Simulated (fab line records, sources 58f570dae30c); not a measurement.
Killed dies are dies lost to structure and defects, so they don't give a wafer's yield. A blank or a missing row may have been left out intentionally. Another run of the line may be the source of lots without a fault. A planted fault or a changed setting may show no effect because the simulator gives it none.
2 desks looking at one fault    flow berkeleyCmos170    only its own numbers are on each desk; what lay behind them is given at the end

== FROM THE METROLOGY DESK ==
Means of the sampled wafers that have a number, per lot and without regard to the tool the lot ran on: this is what the gauges read. The brackets show how far a lot's mean lies from the usual mean; more than 4 standard deviations puts the lot out of limits, marked OUT.
Columns: A = PWELL_TW at UCB170_PWELL_TW_MEAS_17, usual 381.1; B = ACTIVE_NITRIDE_THK at UCB170_ACTIVE_THK_MEAS_06, usual 221.3 nm; C = CONTACT_PSG_THK at UCB170_CONTACT_THK_MEAS_02, usual 700 nm
lot   first seen here  A      B                 C
L673  day 3 04:30      381.4  219.3             712
L674  day 3 12:33      380.9  222.0             708
L675  day 3 17:48      379.9  226.4             700
L676  day 4 01:54      378.4  221.8             692
L678  day 4 07:23      381.2  220.1             702
L679  day 4 15:04      380.9  222.4             707
L680  day 4 15:19      381.4  221.0             692
L682  day 5 11:46      381.4  222.2             701
L683  day 5 11:58      380.3  219.6             700
L684  day 5 20:15      379.7  221.8             701
L687  day 6 04:02      378.1  222.4             694
L690  day 6 23:13      381.7  210.7 (-5.3) OUT  693
L691  day 6 23:30      378.9  213.1 (-4.1) OUT  706
L695  day 7 19:48      384.2  217.6             690
Per this desk, out of limits: L690, L691; the first was L690, day 8 11:27 (ACTIVE_NITRIDE_THK at UCB170_ACTIVE_THK_MEAS_06). In limits: L673, L674, L675, L676, L678, L679, L680, L682, L683, L684, L687, L695.

== FOR THE TOOL OWNER'S DESK: lpcvd-02 ==
The tool's own readings at UCB170_ACTIVE_CVD_05 (deposits Si3N4 from SiH2Cl2/NH3, target thk 220 nm, time 3300 s): means of the sampled wafers that have a number, for each lot that ran on this tool. The brackets show how far a lot's mean lies from the usual mean; more than 4 standard deviations puts the lot out of limits, marked OUT.
Columns: A = spikeTcLoadC at UCB170_ACTIVE_CVD_05, usual 821.8 C
lot   first seen here  A
L682  day 6 19:32      821.1
L683  day 7 00:40      820.3
L684  day 7 00:40      820.5
L687  day 7 09:22      821.2
L690  day 8 09:31      821.6
L691  day 8 09:31      821.6
This desk's finding: nothing out of limits on any of the 6 lots.

== PUT TOGETHER ==
An alarm was possible from the metrology desk at day 8 11:27, on L690, L691.
Nothing out of limits was seen by the tool owner's desk.
Tool owner's desk: L690, L691 on record, inside its limits.
Of the lots named, all ran UCB170_ACTIVE_CVD_05 on lpcvd-02.

== WHAT HAD BEEN PUT IN BY THE SIMULATOR ==
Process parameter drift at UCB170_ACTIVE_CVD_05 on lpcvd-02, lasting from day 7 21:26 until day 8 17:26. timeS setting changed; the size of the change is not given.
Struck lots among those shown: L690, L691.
Hours from the fault's start to each desk's first reading out of limits: the metrology desk, 14.
